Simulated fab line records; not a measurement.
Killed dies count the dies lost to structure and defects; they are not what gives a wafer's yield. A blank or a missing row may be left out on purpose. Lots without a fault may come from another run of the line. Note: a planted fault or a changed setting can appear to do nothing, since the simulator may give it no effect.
Which of the tools did it? || flow berkeley cmos170 || 42 wafers from 14 lots sampled at 5 of the route's 331 steps

WHAT EACH GAUGE READ, for each wafer
UCB170_PLDD_OVL_MEAS_07. Usual: PLDD_OVL typically reads -4 nm, with standard deviation 4.7.
{"lot": "L396", "measured": "day 6 16:13", "on": "overlay-01", "PLDD_OVL (nm)": "-13 -16 -12", "flag": ""}
{"lot": "L397", "measured": "day 6 16:46", "on": "overlay-01", "PLDD_OVL (nm)": "-9 -14 -6", "flag": ""}
{"lot": "L398", "measured": "day 7 05:33", "on": "overlay-01", "PLDD_OVL (nm)": "-7 -11 -10", "flag": ""}
{"lot": "L399", "measured": "day 7 05:22", "on": "overlay-02", "PLDD_OVL (nm)": "-1 -2 3", "flag": ""}
{"lot": "L401", "measured": "day 7 23:14", "on": "overlay-02", "PLDD_OVL (nm)": "-1 -8 1", "flag": ""}
{"lot": "L402", "measured": "day 8 04:26", "on": "overlay-01", "PLDD_OVL (nm)": "0 -4 -7", "flag": ""}
{"lot": "L405", "measured": "day 8 21:48", "on": "overlay-02", "PLDD_OVL (nm)": "1 -6 -2", "flag": ""}
{"lot": "L406", "measured": "day 8 22:09", "on": "overlay-01", "PLDD_OVL (nm)": "-4 -8 -5", "flag": ""}
{"lot": "L407", "measured": "day 9 03:54", "on": "overlay-01", "PLDD_OVL (nm)": "314 313 312", "flag": "OFF"}
{"lot": "L408", "measured": "day 9 17:04", "on": "overlay-02", "PLDD_OVL (nm)": "-7 -8 0", "flag": ""}
{"lot": "L411", "measured": "day 10 06:03", "on": "overlay-01", "PLDD_OVL (nm)": "317 314 316", "flag": "OFF"}
{"lot": "L414", "measured": "day 10 18:36", "on": "overlay-01", "PLDD_OVL (nm)": "-7 -1 -4", "flag": ""}
{"lot": "L415", "measured": "day 10 18:15", "on": "overlay-01", "PLDD_OVL (nm)": "-15 -9 -7", "flag": ""}
{"lot": "L417", "measured": "day 11 06:18", "on": "overlay-02", "PLDD_OVL (nm)": "0 -6 -9", "flag": ""}

UCB170_V1_BOW_MEAS_03. Usual: V1_BOW typically reads 19 um, with standard deviation 6.1.
{"lot": "L396", "measured": "day 7 23:34", "on": "film metro-03", "V1_BOW (um)": "11 21 19", "flag": ""}
{"lot": "L397", "measured": "day 7 23:16", "on": "film metro-01", "V1_BOW (um)": "28 21 7", "flag": ""}
{"lot": "L398", "measured": "day 8 06:35", "on": "film metro-03", "V1_BOW (um)": "19 15 13", "flag": ""}
{"lot": "L399", "measured": "day 8 06:38", "on": "film metro-01", "V1_BOW (um)": "20 19 8", "flag": ""}
{"lot": "L401", "measured": "day 9 01:07", "on": "film metro-03", "V1_BOW (um)": "29 23 16", "flag": ""}
{"lot": "L402", "measured": "day 9 05:22", "on": "film metro-03", "V1_BOW (um)": "24 17 15", "flag": ""}
{"lot": "L405", "measured": "day 10 00:08", "on": "film metro-02", "V1_BOW (um)": "14 12 20", "flag": ""}
{"lot": "L406", "measured": "day 10 00:03", "on": "film metro-03", "V1_BOW (um)": "14 28 16", "flag": ""}
{"lot": "L407", "measured": "day 10 05:38", "on": "film metro-02", "V1_BOW (um)": "27 19 29", "flag": ""}
{"lot": "L408", "measured": "day 10 20:47", "on": "film metro-03", "V1_BOW (um)": "33 11 21", "flag": ""}
{"lot": "L411", "measured": "day 11 03:19", "on": "film metro-02", "V1_BOW (um)": "22 24 23", "flag": ""}
{"lot": "L414", "measured": "day 11 21:52", "on": "film metro-03", "V1_BOW (um)": "29 29 25", "flag": ""}
{"lot": "L415", "measured": "day 11 21:53", "on": "film metro-01", "V1_BOW (um)": "19 25 17", "flag": ""}
{"lot": "L417", "measured": "day 12 09:19", "on": "film metro-03", "V1_BOW (um)": "41 23 11", "flag": ""}

EACH LOT AND THE TOOL THAT RAN IT (in order: tool; ch and the chambers of the sampled wafers; start)
{"lot": "L396", "UCB170_ZERO_STRIP_07": "plasma asher-01 ch 0, day 2 05:53", "UCB170_PLDD_EXPOSE_03": "krf scanner-02 ch 0, day 6 15:23", "UCB170_CONTACT_STRIP_06": "plasma asher-02 ch 0,1, day 7 16:09"}
{"lot": "L397", "UCB170_ZERO_STRIP_07": "plasma asher-03 ch 0,1, day 2 09:32", "UCB170_PLDD_EXPOSE_03": "krf scanner-02 ch 0, day 6 16:04", "UCB170_CONTACT_STRIP_06": "plasma asher-02 ch 0,1, day 7 14:05"}
{"lot": "L398", "UCB170_ZERO_STRIP_07": "plasma asher-01 ch 0,1, day 2 13:38", "UCB170_PLDD_EXPOSE_03": "krf scanner-01 ch 0, day 7 04:58", "UCB170_CONTACT_STRIP_06": "plasma asher-02 ch 0,1, day 7 21:31"}
{"lot": "L399", "UCB170_ZERO_STRIP_07": "plasma asher-03 ch 0,1, day 2 19:13", "UCB170_PLDD_EXPOSE_03": "krf scanner-02 ch 0, day 7 04:46", "UCB170_CONTACT_STRIP_06": "plasma asher-02 ch 0,1, day 7 21:40"}
{"lot": "L401", "UCB170_ZERO_STRIP_07": "plasma asher-03 ch 0,1, day 3 06:16", "UCB170_PLDD_EXPOSE_03": "krf scanner-02 ch 0, day 7 22:43", "UCB170_CONTACT_STRIP_06": "plasma asher-01 ch 0,1, day 8 14:29"}
{"lot": "L402", "UCB170_ZERO_STRIP_07": "plasma asher-04 ch 0,1, day 3 10:23", "UCB170_PLDD_EXPOSE_03": "krf scanner-02 ch 0, day 8 03:46", "UCB170_CONTACT_STRIP_06": "plasma asher-02 ch 0,1, day 8 21:32"}
{"lot": "L405", "UCB170_ZERO_STRIP_07": "plasma asher-01 ch 0,1, day 4 03:23", "UCB170_PLDD_EXPOSE_03": "krf scanner-02 ch 0, day 8 21:17", "UCB170_CONTACT_STRIP_06": "plasma asher-02 ch 0, day 9 17:07"}
{"lot": "L406", "UCB170_ZERO_STRIP_07": "plasma asher-01 ch 0,1, day 4 06:41", "UCB170_PLDD_EXPOSE_03": "krf scanner-01 ch 0, day 8 21:38", "UCB170_CONTACT_STRIP_06": "plasma asher-03 ch 0,1, day 9 17:13"}
{"lot": "L407", "UCB170_ZERO_STRIP_07": "plasma asher-03 ch 0,1, day 4 16:51", "UCB170_PLDD_EXPOSE_03": "krf scanner-01 ch 0, day 9 03:23", "UCB170_CONTACT_STRIP_06": "plasma asher-01 ch 1, day 9 21:19"}
{"lot": "L408", "UCB170_ZERO_STRIP_07": "plasma asher-04 ch 0,1, day 4 16:58", "UCB170_PLDD_EXPOSE_03": "krf scanner-02 ch 0, day 9 16:34", "UCB170_CONTACT_STRIP_06": "plasma asher-02 ch 0,1, day 10 09:54"}
{"lot": "L411", "UCB170_ZERO_STRIP_07": "plasma asher-03 ch 0,1, day 5 09:29", "UCB170_PLDD_EXPOSE_03": "krf scanner-01 ch 0, day 10 05:05", "UCB170_CONTACT_STRIP_06": "plasma asher-02 ch 0,1, day 10 19:09"}
{"lot": "L414", "UCB170_ZERO_STRIP_07": "plasma asher-04 ch 0,1, day 5 23:14", "UCB170_PLDD_EXPOSE_03": "krf scanner-02 ch 0, day 10 18:05", "UCB170_CONTACT_STRIP_06": "plasma asher-02 ch 0,1, day 11 12:32"}
{"lot": "L415", "UCB170_ZERO_STRIP_07": "plasma asher-03 ch 0,1, day 6 04:18", "UCB170_PLDD_EXPOSE_03": "krf scanner-02 ch 0, day 10 17:40", "UCB170_CONTACT_STRIP_06": "plasma asher-03 ch 0, day 11 12:58"}
{"lot": "L417", "UCB170_ZERO_STRIP_07": "plasma asher-01 ch 0,1, day 6 15:40", "UCB170_PLDD_EXPOSE_03": "krf scanner-02 ch 0, day 11 04:35", "UCB170_CONTACT_STRIP_06": "plasma asher-03 ch 0,1, day 11 23:01"}
- UCB170_ZERO_STRIP_07: strips in O2.
- UCB170_PLDD_EXPOSE_03: exposes mask PSELECT, target cd 1200 nm.
- UCB170_CONTACT_STRIP_06: strips in O2.

AS READ BY THE TOOLS THEMSELVES (means over the sampled wafers that have a number; for cases with no such wafer, the mark the record gives instead)
UCB170_ZERO_STRIP_07. Usual: drypump motor current A 5.8 A, standard deviation 0.54; oes product au 0.727 a.u., standard deviation 0.0048; strip time to endpoint s 21.48 s, standard deviation 0.059.
{"lot": "L396", "tool": "plasma asher-01", "drypump motor current A (A)": 6.6, "oes product au (a.u.)": 0.731, "strip time to endpoint s (s)": 21.47, "flag": ""}
{"lot": "L397", "tool": "plasma asher-03", "drypump motor current A (A)": 5.6, "oes product au (a.u.)": 0.724, "strip time to endpoint s (s)": 21.49, "flag": ""}
{"lot": "L398", "tool": "plasma asher-01", "drypump motor current A (A)": 6.3, "oes product au (a.u.)": 0.725, "strip time to endpoint s (s)": 21.44, "flag": ""}
{"lot": "L399", "tool": "plasma asher-03", "drypump motor current A (A)": 5.6, "oes product au (a.u.)": 0.729, "strip time to endpoint s (s)": 21.42, "flag": ""}
{"lot": "L401", "tool": "plasma asher-03", "drypump motor current A (A)": 5.7, "oes product au (a.u.)": 0.726, "strip time to endpoint s (s)": 21.42, "flag": ""}
{"lot": "L402", "tool": "plasma asher-04", "drypump motor current A (A)": 5.8, "oes product au (a.u.)": 0.726, "strip time to endpoint s (s)": 21.56, "flag": ""}
{"lot": "L405", "tool": "plasma asher-01", "drypump motor current A (A)": 6.4, "oes product au (a.u.)": 0.721, "strip time to endpoint s (s)": 21.46, "flag": ""}
{"lot": "L406", "tool": "plasma asher-01", "drypump motor current A (A)": 6.3, "oes product au (a.u.)": 0.724, "strip time to endpoint s (s)": 21.52, "flag": ""}
{"lot": "L407", "tool": "plasma asher-03", "drypump motor current A (A)": 5.7, "oes product au (a.u.)": 0.727, "strip time to endpoint s (s)": 21.54, "flag": ""}
{"lot": "L408", "tool": "plasma asher-04", "drypump motor current A (A)": 5.3, "oes product au (a.u.)": 0.729, "strip time to endpoint s (s)": 21.53, "flag": ""}
{"lot": "L411", "tool": "plasma asher-03", "drypump motor current A (A)": 5.7, "oes product au (a.u.)": 0.726, "strip time to endpoint s (s)": 21.59, "flag": ""}
{"lot": "L414", "tool": "plasma asher-04", "drypump motor current A (A)": 5.3, "oes product au (a.u.)": 0.728, "strip time to endpoint s (s)": 21.49, "flag": ""}
{"lot": "L415", "tool": "plasma asher-03", "drypump motor current A (A)": 5.6, "oes product au (a.u.)": 0.725, "strip time to endpoint s (s)": 21.45, "flag": ""}
{"lot": "L417", "tool": "plasma asher-01", "drypump motor current A (A)": 6.1, "oes product au (a.u.)": 0.729, "strip time to endpoint s (s)": 21.44, "flag": ""}

UCB170_CONTACT_STRIP_06. Usual: drypump motor current A 5.5 A, standard deviation 0.59; oes product au 0.734 a.u., standard deviation 0.0045; strip time to endpoint s 21.97 s, standard deviation 0.051.
{"lot": "L396", "tool": "plasma asher-02", "drypump motor current A (A)": 5.2, "oes product au (a.u.)": 0.733, "strip time to endpoint s (s)": 21.96, "flag": ""}
{"lot": "L397", "tool": "plasma asher-02", "drypump motor current A (A)": 5.0, "oes product au (a.u.)": 0.730, "strip time to endpoint s (s)": 21.94, "flag": ""}
{"lot": "L398", "tool": "plasma asher-02", "drypump motor current A (A)": 5.0, "oes product au (a.u.)": 0.737, "strip time to endpoint s (s)": 22.01, "flag": ""}
{"lot": "L399", "tool": "plasma asher-02", "drypump motor current A (A)": 5.2, "oes product au (a.u.)": 0.733, "strip time to endpoint s (s)": 21.96, "flag": ""}
{"lot": "L401", "tool": "plasma asher-01", "drypump motor current A (A)": 6.3, "oes product au (a.u.)": 0.730, "strip time to endpoint s (s)": 21.93, "flag": ""}
{"lot": "L402", "tool": "plasma asher-02", "drypump motor current A (A)": 5.0, "oes product au (a.u.)": 0.734, "strip time to endpoint s (s)": 22.02, "flag": ""}
{"lot": "L405", "tool": "plasma asher-02", "drypump motor current A (A)": 5.4, "oes product au (a.u.)": 0.734, "strip time to endpoint s (s)": 21.98, "flag": ""}
{"lot": "L406", "tool": "plasma asher-03", "drypump motor current A (A)": 5.6, "oes product au (a.u.)": 0.736, "strip time to endpoint s (s)": 21.97, "flag": ""}
{"lot": "L407", "tool": "plasma asher-01", "drypump motor current A (A)": 5.8, "oes product au (a.u.)": 0.735, "strip time to endpoint s (s)": 21.99, "flag": ""}
{"lot": "L408", "tool": "plasma asher-02", "drypump motor current A (A)": 5.0, "oes product au (a.u.)": 0.733, "strip time to endpoint s (s)": 21.87, "flag": ""}
{"lot": "L411", "tool": "plasma asher-02", "drypump motor current A (A)": 5.2, "oes product au (a.u.)": 0.739, "strip time to endpoint s (s)": 21.99, "flag": ""}
{"lot": "L414", "tool": "plasma asher-02", "drypump motor current A (A)": 5.2, "oes product au (a.u.)": 0.734, "strip time to endpoint s (s)": 21.92, "flag": ""}
{"lot": "L415", "tool": "plasma asher-03", "drypump motor current A (A)": 5.6, "oes product au (a.u.)": 0.734, "strip time to endpoint s (s)": 22.02, "flag": ""}
{"lot": "L417", "tool": "plasma asher-03", "drypump motor current A (A)": 5.6, "oes product au (a.u.)": 0.736, "strip time to endpoint s (s)": 21.95, "flag": ""}

THE ANSWER, worked out from the rows above alone
Rule: a lot is off if the mean of its wafers that have a number lies more than 3 standard deviations from the usual mean. A lot without any number at a reading at which 4 lots or more have one is off too. Where the step has rows for the other lots, those lots are counted as sound. The gauges are gone through in route order, then the tools' own readings, and for those a lot's mean is taken as printed above. At the first step where some lot is off, the reading lying furthest off is the one used; lots without a number count as furthest.
Off: at UCB170_PLDD_OVL_MEAS_07 (PLDD_OVL), L407, L411.
A tool fits if, at a process step before that reading, it ran every lot that is off, and no sound lot after the first of them. The gauges at UCB170_PLDD_OVL_MEAS_07 are tried like those tools. One fits: UCB170_PLDD_EXPOSE_03 on krf scanner-01. A fault onset in the window from L406 (day 8 21:38, its last sound lot) to L407 (day 9 03:23, its first lot off) fits.

WHAT THE SIMULATOR HAD PUT IN
Scanner matching overlay: krf scanner-01, from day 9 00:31 on, at UCB170_PLDD_EXPOSE_03. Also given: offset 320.
Shown lots that were struck: L407, L411. The same result came from the rule above.
